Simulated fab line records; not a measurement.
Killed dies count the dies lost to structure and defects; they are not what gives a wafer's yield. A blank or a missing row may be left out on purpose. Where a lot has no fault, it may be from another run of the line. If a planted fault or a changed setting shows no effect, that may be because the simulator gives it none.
Which tool did it? || flow berkeleyCmos170 || 14 lots with 42 wafers sampled at 6 steps, on a route of 331 steps

WHAT THE GAUGES SHOWED, per wafer
UCB170_ACTIVE_OVL_MEAS_14. Usual: ACTIVE_OVL gives 2 nm (standard deviation 4.8).
{"lot": "L850", "measured": "day 4 17:55", "on": "overlay-02", "ACTIVE_OVL (nm)": "7 2 3", "flag": ""}
{"lot": "L853", "measured": "day 5 03:31", "on": "overlay-02", "ACTIVE_OVL (nm)": "8 7 9", "flag": ""}
{"lot": "L854", "measured": "day 5 17:08", "on": "overlay-01", "ACTIVE_OVL (nm)": "2 3 8", "flag": ""}
{"lot": "L856", "measured": "day 6 03:47", "on": "overlay-01", "ACTIVE_OVL (nm)": "6 3 4", "flag": ""}
{"lot": "L858", "measured": "day 6 12:42", "on": "overlay-02", "ACTIVE_OVL (nm)": "2 7 4", "flag": ""}
{"lot": "L859", "measured": "day 6 18:16", "on": "overlay-02", "ACTIVE_OVL (nm)": "0 3 4", "flag": ""}
{"lot": "L863", "measured": "day 7 07:46", "on": "overlay-01", "ACTIVE_OVL (nm)": "5 4 1", "flag": ""}
{"lot": "L865", "measured": "day 7 18:29", "on": "overlay-01", "ACTIVE_OVL (nm)": "0 5 1", "flag": ""}
{"lot": "L864", "measured": "day 7 18:35", "on": "overlay-02", "ACTIVE_OVL (nm)": "-10 0 5", "flag": ""}
{"lot": "L868", "measured": "day 8 12:33", "on": "overlay-01", "ACTIVE_OVL (nm)": "-3 -5 -6", "flag": ""}
{"lot": "L869", "measured": "day 8 17:28", "on": "overlay-02", "ACTIVE_OVL (nm)": "-7 6 0", "flag": ""}
{"lot": "L871", "measured": "day 9 22:41", "on": "overlay-02", "ACTIVE_OVL (nm)": "9 3 8", "flag": ""}
{"lot": "L872", "measured": "day 9 22:56", "on": "overlay-01", "ACTIVE_OVL (nm)": "2 4 -1", "flag": ""}
{"lot": "L873", "measured": "day 9 23:13", "on": "overlay-02", "ACTIVE_OVL (nm)": "4 3 2", "flag": ""}

UCB170_PLDD_TW_MEAS_11. Usual: PLDD_TW gives 1008 (standard deviation 8.3).
{"lot": "L850", "measured": "day 7 02:09", "on": "filmMetro-01", "PLDD_TW": "996 1001 998", "flag": ""}
{"lot": "L853", "measured": "day 7 16:26", "on": "filmMetro-02", "PLDD_TW": "1017 1020 1020", "flag": ""}
{"lot": "L854", "measured": "day 8 03:48", "on": "filmMetro-02", "PLDD_TW": "1009 1009 1006", "flag": ""}
{"lot": "L856", "measured": "day 8 18:38", "on": "filmMetro-03", "PLDD_TW": "1419 1422 1422", "flag": "OFF"}
{"lot": "L858", "measured": "day 9 01:20", "on": "filmMetro-03", "PLDD_TW": "1012 1018 1017", "flag": ""}
{"lot": "L859", "measured": "day 9 06:46", "on": "filmMetro-03", "PLDD_TW": "1420 1422 1413", "flag": "OFF"}
{"lot": "L863", "measured": "day 9 21:55", "on": "filmMetro-01", "PLDD_TW": "999 998 999", "flag": ""}
{"lot": "L865", "measured": "day 10 13:56", "on": "filmMetro-03", "PLDD_TW": "1016 1018 1016", "flag": ""}
{"lot": "L864", "measured": "day 10 13:33", "on": "filmMetro-03", "PLDD_TW": "1021 1019 1019", "flag": ""}
{"lot": "L868", "measured": "day 11 05:00", "on": "filmMetro-01", "PLDD_TW": "999 997 998", "flag": ""}
{"lot": "L869", "measured": "day 11 14:49", "on": "filmMetro-01", "PLDD_TW": "1002 994 991", "flag": ""}
{"lot": "L871", "measured": "day 12 17:22", "on": "filmMetro-03", "PLDD_TW": "1013 1010 1011", "flag": ""}
{"lot": "L872", "measured": "day 12 17:21", "on": "filmMetro-01", "PLDD_TW": "999 1004 1003", "flag": ""}
{"lot": "L873", "measured": "day 12 17:14", "on": "filmMetro-02", "PLDD_TW": "1008 1015 1000", "flag": ""}

UCB170_PSD_OVL_MEAS_07. Usual: PSD_OVL gives -4 nm (standard deviation 6.5).
{"lot": "L850", "measured": "day 7 11:32", "on": "overlay-02", "PSD_OVL (nm)": "-2 1 5", "flag": ""}
{"lot": "L853", "measured": "day 8 02:12", "on": "overlay-01", "PSD_OVL (nm)": "-10 -9 -8", "flag": ""}
{"lot": "L854", "measured": "day 8 16:04", "on": "overlay-01", "PSD_OVL (nm)": "-5 0 -1", "flag": ""}
{"lot": "L856", "measured": "day 9 04:39", "on": "overlay-02", "PSD_OVL (nm)": "-10 -7 -13", "flag": ""}
{"lot": "L858", "measured": "day 9 17:05", "on": "overlay-02", "PSD_OVL (nm)": "-10 -12 -10", "flag": ""}
{"lot": "L859", "measured": "day 9 17:11", "on": "overlay-01", "PSD_OVL (nm)": "-8 -10 -10", "flag": ""}
{"lot": "L863", "measured": "day 10 08:35", "on": "overlay-02", "PSD_OVL (nm)": "5 -4 2", "flag": ""}
{"lot": "L865", "measured": "day 11 00:26", "on": "overlay-01", "PSD_OVL (nm)": "-1 1 -1", "flag": ""}
{"lot": "L864", "measured": "day 10 23:59", "on": "overlay-01", "PSD_OVL (nm)": "-4 1 -7", "flag": ""}
{"lot": "L868", "measured": "day 11 15:31", "on": "overlay-01", "PSD_OVL (nm)": "-7 -7 -5", "flag": ""}
{"lot": "L869", "measured": "day 11 23:38", "on": "overlay-02", "PSD_OVL (nm)": "-4 -3 -5", "flag": ""}
{"lot": "L871", "measured": "day 13 01:46", "on": "overlay-02", "PSD_OVL (nm)": "-6 -11 -8", "flag": ""}
{"lot": "L872", "measured": "day 13 02:01", "on": "overlay-02", "PSD_OVL (nm)": "9 9 -2", "flag": ""}
{"lot": "L873", "measured": "day 13 01:37", "on": "overlay-01", "PSD_OVL (nm)": "2 -3 -1", "flag": ""}

UCB170_NSD_TW_MEAS_10. Usual: NSD_TW gives 4173 (standard deviation 30).
{"lot": "L850", "measured": "day 7 14:26", "on": "filmMetro-03", "NSD_TW": "4195 4209 4219", "flag": ""}
{"lot": "L853", "measured": "day 8 04:12", "on": "filmMetro-01", "NSD_TW": "4177 4180 4135", "flag": ""}
{"lot": "L854", "measured": "day 8 18:34", "on": "filmMetro-01", "NSD_TW": "4172 4160 4196", "flag": ""}
{"lot": "L856", "measured": "day 9 06:25", "on": "filmMetro-03", "NSD_TW": "4209 4208 4195", "flag": ""}
{"lot": "L858", "measured": "day 9 20:46", "on": "filmMetro-02", "NSD_TW": "4180 4175 4176", "flag": ""}
{"lot": "L859", "measured": "day 9 20:41", "on": "filmMetro-01", "NSD_TW": "4133 4118 4143", "flag": ""}
{"lot": "L863", "measured": "day 10 14:02", "on": "filmMetro-02", "NSD_TW": "4189 4188 4192", "flag": ""}
{"lot": "L865", "measured": "day 11 03:03", "on": "filmMetro-02", "NSD_TW": "4173 4176 4188", "flag": ""}
{"lot": "L864", "measured": "day 11 02:55", "on": "filmMetro-03", "NSD_TW": "4182 4164 4192", "flag": ""}
{"lot": "L868", "measured": "day 11 18:45", "on": "filmMetro-01", "NSD_TW": "4154 4129 4127", "flag": ""}
{"lot": "L869", "measured": "day 12 01:29", "on": "filmMetro-01", "NSD_TW": "4141 4132 4139", "flag": ""}
{"lot": "L871", "measured": "day 13 04:14", "on": "filmMetro-02", "NSD_TW": "4194 4221 4212", "flag": ""}
{"lot": "L872", "measured": "day 13 04:37", "on": "filmMetro-02", "NSD_TW": "4194 4188 4205", "flag": ""}
{"lot": "L873", "measured": "day 13 03:48", "on": "filmMetro-03", "NSD_TW": "4188 4166 4186", "flag": ""}

UCB170_SDANNEAL_RS_MEAS_04: uses a four-point probe to measure. Usual: PLDD_RS gives 1031.8 ohm/sq (standard deviation 2.9).
{"lot": "L850", "measured": "day 7 15:47", "on": "filmMetro-02", "PLDD_RS (ohm/sq)": "1031.1 1030.1 1028.6", "flag": ""}
{"lot": "L853", "measured": "day 8 06:08", "on": "filmMetro-03", "PLDD_RS (ohm/sq)": "1033.0 1035.9 1032.3", "flag": ""}
{"lot": "L854", "measured": "day 8 20:09", "on": "filmMetro-03", "PLDD_RS (ohm/sq)": "1032.9 1032.5 1031.9", "flag": ""}
{"lot": "L856", "measured": "day 9 07:45", "on": "filmMetro-03", "PLDD_RS (ohm/sq)": "461.2 461.4 461.4", "flag": "OFF"}
{"lot": "L858", "measured": "day 9 22:19", "on": "filmMetro-02", "PLDD_RS (ohm/sq)": "1026.3 1028.8 1030.0", "flag": ""}
{"lot": "L859", "measured": "day 9 22:44", "on": "filmMetro-03", "PLDD_RS (ohm/sq)": "460.7 460.8 460.0", "flag": "OFF"}
{"lot": "L863", "measured": "day 10 15:36", "on": "filmMetro-01", "PLDD_RS (ohm/sq)": "1031.7 1033.5 1031.4", "flag": ""}
{"lot": "L865", "measured": "day 11 04:26", "on": "filmMetro-02", "PLDD_RS (ohm/sq)": "1030.2 1028.7 1029.2", "flag": ""}
{"lot": "L864", "measured": "day 11 04:14", "on": "filmMetro-01", "PLDD_RS (ohm/sq)": "1029.2 1028.9 1029.3", "flag": ""}
{"lot": "L868", "measured": "day 11 20:23", "on": "filmMetro-02", "PLDD_RS (ohm/sq)": "1036.7 1034.0 1031.8", "flag": ""}
{"lot": "L869", "measured": "day 12 02:59", "on": "filmMetro-02", "PLDD_RS (ohm/sq)": "1029.9 1032.1 1035.3", "flag": ""}
{"lot": "L871", "measured": "day 13 05:40", "on": "filmMetro-03", "PLDD_RS (ohm/sq)": "1032.7 1032.0 1034.5", "flag": ""}
{"lot": "L872", "measured": "day 13 06:13", "on": "filmMetro-01", "PLDD_RS (ohm/sq)": "1031.2 1031.5 1033.8", "flag": ""}
{"lot": "L873", "measured": "day 13 05:32", "on": "filmMetro-01", "PLDD_RS (ohm/sq)": "1035.0 1035.6 1035.5", "flag": ""}

WHAT TOOL EACH LOT RAN ON (gives the tool, then ch and the chambers of the sampled wafers, and finally the start)
{"lot": "L850", "UCB170_PLDD_IMPLANT_08": "implanter-03 ch 0, day 7 01:45"}
{"lot": "L853", "UCB170_PLDD_IMPLANT_08": "implanter-03 ch 0, day 7 16:02"}
{"lot": "L854", "UCB170_PLDD_IMPLANT_08": "implanter-04 ch 0, day 8 03:24"}
{"lot": "L856", "UCB170_PLDD_IMPLANT_08": "implanter-03 ch 0, day 8 18:15"}
{"lot": "L858", "UCB170_PLDD_IMPLANT_08": "implanter-01 ch 0, day 9 00:58"}
{"lot": "L859", "UCB170_PLDD_IMPLANT_08": "implanter-03 ch 0, day 9 06:21"}
{"lot": "L863", "UCB170_PLDD_IMPLANT_08": "implanter-01 ch 0, day 9 21:31"}
{"lot": "L865", "UCB170_PLDD_IMPLANT_08": "implanter-04 ch 0, day 10 13:32"}
{"lot": "L864", "UCB170_PLDD_IMPLANT_08": "implanter-04 ch 0, day 10 13:09"}
{"lot": "L868", "UCB170_PLDD_IMPLANT_08": "implanter-01 ch 0, day 11 04:36"}
{"lot": "L869", "UCB170_PLDD_IMPLANT_08": "implanter-04 ch 0, day 11 14:25"}
{"lot": "L871", "UCB170_PLDD_IMPLANT_08": "implanter-04 ch 0, day 12 16:58"}
{"lot": "L872", "UCB170_PLDD_IMPLANT_08": "implanter-01 ch 0, day 12 16:58"}
{"lot": "L873", "UCB170_PLDD_IMPLANT_08": "implanter-03 ch 0, day 12 16:52"}
- UCB170_PLDD_IMPLANT_08

AS READ BY THE TOOLS THEMSELVES (means over the sampled wafers that have a number; for cases with no such wafer, the mark the record gives instead)
UCB170_PLDD_IMPLANT_08. Usual: beamOnS 9.99 s, standard deviation 0.21; doseIonsCm2 5e+13, standard deviation 5.6e+10; faradayCurrentUA 159, standard deviation 3.3.
{"lot": "L850", "tool": "implanter-03", "beamOnS (s)": 10.14, "doseIonsCm2": 5e+13, "faradayCurrentUA": 156, "flag": ""}
{"lot": "L853", "tool": "implanter-03", "beamOnS (s)": 9.76, "doseIonsCm2": 5e+13, "faradayCurrentUA": 163, "flag": ""}
{"lot": "L854", "tool": "implanter-04", "beamOnS (s)": 9.91, "doseIonsCm2": 5e+13, "faradayCurrentUA": 160, "flag": ""}
{"lot": "L856", "tool": "implanter-03", "beamOnS (s)": 39.00, "doseIonsCm2": 2e+14, "faradayCurrentUA": 203, "flag": "OFF"}
{"lot": "L858", "tool": "implanter-01", "beamOnS (s)": 9.77, "doseIonsCm2": 5e+13, "faradayCurrentUA": 162, "flag": ""}
{"lot": "L859", "tool": "implanter-03", "beamOnS (s)": 38.79, "doseIonsCm2": 3e+14, "faradayCurrentUA": 204, "flag": "OFF"}
{"lot": "L863", "tool": "implanter-01", "beamOnS (s)": 10.06, "doseIonsCm2": 5e+13, "faradayCurrentUA": 158, "flag": ""}
{"lot": "L865", "tool": "implanter-04", "beamOnS (s)": 10.05, "doseIonsCm2": 5e+13, "faradayCurrentUA": 158, "flag": ""}
{"lot": "L864", "tool": "implanter-04", "beamOnS (s)": 9.91, "doseIonsCm2": 5e+13, "faradayCurrentUA": 160, "flag": ""}
{"lot": "L868", "tool": "implanter-01", "beamOnS (s)": 10.15, "doseIonsCm2": 5e+13, "faradayCurrentUA": 156, "flag": ""}
{"lot": "L869", "tool": "implanter-04", "beamOnS (s)": 10.16, "doseIonsCm2": 5e+13, "faradayCurrentUA": 156, "flag": ""}
{"lot": "L871", "tool": "implanter-04", "beamOnS (s)": 10.17, "doseIonsCm2": 5e+13, "faradayCurrentUA": 156, "flag": ""}
{"lot": "L872", "tool": "implanter-01", "beamOnS (s)": 10.08, "doseIonsCm2": 5e+13, "faradayCurrentUA": 157, "flag": ""}
{"lot": "L873", "tool": "implanter-03", "beamOnS (s)": 10.02, "doseIonsCm2": 5e+13, "faradayCurrentUA": 158, "flag": ""}

THE ANSWER, worked out from the rows above alone
Rule: a lot is off if the mean of its wafers that have a number lies more than 3 standard deviations from the usual mean. Also off: a lot with no number at a reading for which 4 or more lots have one. Where the step has rows for the other lots, those lots are counted as sound. The gauges are gone through in route order, then the tools' own readings, and for those a lot's mean is taken as printed above. The first step at which some lot is off is used, and at that step the reading that is off furthest; a lot without a number counts as furthest.
Off: at UCB170_PLDD_TW_MEAS_11 (PLDD_TW), L856, L859.
A tool fits if, at a process step before that reading, it ran every lot that is off, and no sound lot after the first of them. The gauges at UCB170_PLDD_TW_MEAS_11 aren't tried: what is off there is off at UCB170_PLDD_IMPLANT_08 too, on other tools, and a gauge's error can't cause that. Of those tried, none fits.

WHAT THE SIMULATOR HAD PUT IN
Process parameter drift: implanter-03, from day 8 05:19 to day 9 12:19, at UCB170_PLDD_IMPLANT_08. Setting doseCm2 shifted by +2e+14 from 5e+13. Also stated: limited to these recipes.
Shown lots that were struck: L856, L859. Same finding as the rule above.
